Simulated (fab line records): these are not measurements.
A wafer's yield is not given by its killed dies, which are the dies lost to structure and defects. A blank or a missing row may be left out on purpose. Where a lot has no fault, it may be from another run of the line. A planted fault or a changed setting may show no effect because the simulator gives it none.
Which tool did it?    flow berkeley-cmos170    7 lots with 21 wafers sampled at 2 steps, on a route of 331 steps

WHAT THE GAUGES SHOWED, per wafer
UCB170_FIELD_THK_MEAS_02.
lot   measured     on             FIELD_OXIDE_THK (nm)
L815  day 5 13:08  film-metro-01  547 566 550
L813  day 5 13:08  film-metro-04  560 552 549
L816  day 6 00:34  film-metro-04  565 558 562
L820  day 6 12:47  film-metro-02  575 565 570
L825  day 7 21:47  film-metro-01  561 560 564
L826  day 8 08:44  film-metro-04  562 561 572
L834  day 9 17:02  film-metro-01  564 566 566

TOOL THAT RAN EACH LOT (tool first, then ch and the chambers of the sampled wafers, then the start)
lot   UCB170_ACTIVE_STRIP_16
L815  plasma-asher-02 ch 1, day 5 03:17
L813  plasma-asher-03 ch 0,1, day 5 03:43
L816  plasma-asher-01 ch 0,1, day 5 15:42
L820  plasma-asher-01 ch 0,1, day 6 03:23
L825  plasma-asher-03 ch 0,1, day 7 12:43
L826  plasma-asher-02 ch 0,1, day 7 23:11
L834  plasma-asher-01 ch 0,1, day 9 03:26
- UCB170_ACTIVE_STRIP_16: strips in O2.

THE ANSWER, worked out from the rows above alone
Rule: the usual values come from the lots themselves. Put in order of their means at a reading, lots are off if they are a third of the lots or fewer, leave a main group of 4 or more, and stand apart from it by a gap of 3 or more times the standard deviation of the main group's means; of several such gaps the widest counts. The tables above print the reading to a certain number of digits; a main group whose means all agree to those digits is not used. Also off: a lot with no number at a reading for which 4 or more lots have one. All remaining lots with rows at the step are treated as sound.
No lot is off on any of the readings shown, so nothing can be concluded from this.

WHAT THE SIMULATOR PUT IN
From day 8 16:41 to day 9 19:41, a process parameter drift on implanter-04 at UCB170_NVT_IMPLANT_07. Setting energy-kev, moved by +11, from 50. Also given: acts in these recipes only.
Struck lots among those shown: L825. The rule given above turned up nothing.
